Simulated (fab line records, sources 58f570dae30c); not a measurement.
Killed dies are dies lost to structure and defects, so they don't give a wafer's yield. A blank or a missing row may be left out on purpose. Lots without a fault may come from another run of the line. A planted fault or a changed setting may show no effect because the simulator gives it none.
One fault seen from 2 desks | flow berkeley_cmos170 | each desk has only its own numbers; what lay behind them comes last

THE TOOL OWNER'S DESK: litho_track-03
The tool's own readings at UCB170_PSD_DEVELOP_05 (develop time 45 s): means of the sampled wafers that have a number, for each lot that ran on this tool. A lot is out of limits, marked OUT, if its mean lies more than 4 standard deviations from the usual mean; the brackets give that distance.
Columns: A = developer_temp_C at UCB170_PSD_DEVELOP_05, usual 20.98 C; B = exhaust_pa at UCB170_PSD_DEVELOP_05, usual 45.1 Pa; C = resist_line_temp_C at UCB170_PSD_DEVELOP_05, usual 22.99 C
lot  | first seen here | A               | B    | C
L562 | day 7 04:00     | 21.06           | 46.4 | 22.85
L566 | day 8 07:00     | 18.90 (-19) OUT | 45.7 | 22.95
L570 | day 9 07:00     | 18.90 (-19) OUT | 44.4 | 23.06
This desk's finding: out of limits on L566, L570; first on L566, day 8 07:00 (developer_temp_C at UCB170_PSD_DEVELOP_05). In limits: L562.

THE METROLOGY DESK
What the gauges read, lot by lot, whatever tool the lot ran on: means of the sampled wafers that have a number. A lot is out of limits, marked OUT, if its mean lies more than 4 standard deviations from the usual mean; the brackets give that distance.
Columns: A = NSD_OVL at UCB170_NSD_OVL_MEAS_07, usual 1 nm; B = NSD_RS at UCB170_SDANNEAL_RS_MEAS_03, usual 37.28 ohm/sq
lot  | first seen here | A  | B
L562 | day 7 08:05     | 1  | 37.26
L561 | day 7 08:22     | -4 | 37.21
L559 | day 7 08:29     | 4  | 37.27
L566 | day 8 09:34     | 0  | 37.33
L570 | day 9 09:46     | 1  | 37.26
L571 | day 9 10:02     | -3 | 37.12
L573 | day 10 04:52    | 4  | 37.28
L574 | day 10 05:46    | 6  | 37.22
L575 | day 10 14:33    | 2  | 37.21
L579 | day 11 06:21    | -1 | 37.26
L578 | day 11 06:28    | 5  | 37.24
L580 | day 11 06:32    | 1  | 37.27
L581 | day 11 17:04    | 5  | 37.33
L582 | day 11 17:25    | 1  | 37.36
This desk's finding: nothing out of limits on any of the 14 lots.

PUT TOGETHER
The tool owner's desk could have raised an alarm at day 8 07:00, on L566, L570.
The metrology desk saw nothing out of limits.
The metrology desk has L566, L570 on record, within its limits.
Of the lots named, all ran UCB170_PSD_DEVELOP_05 on litho_track-03.

WHAT THE SIMULATOR HAD PUT IN
Process parameter drift: litho_track-03, from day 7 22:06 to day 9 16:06, at UCB170_PSD_DEVELOP_05. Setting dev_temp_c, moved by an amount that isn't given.
Lots struck among those shown: L566, L570.
Hours from the fault's start to each desk's first reading out of limits: the tool owner's desk, 9.
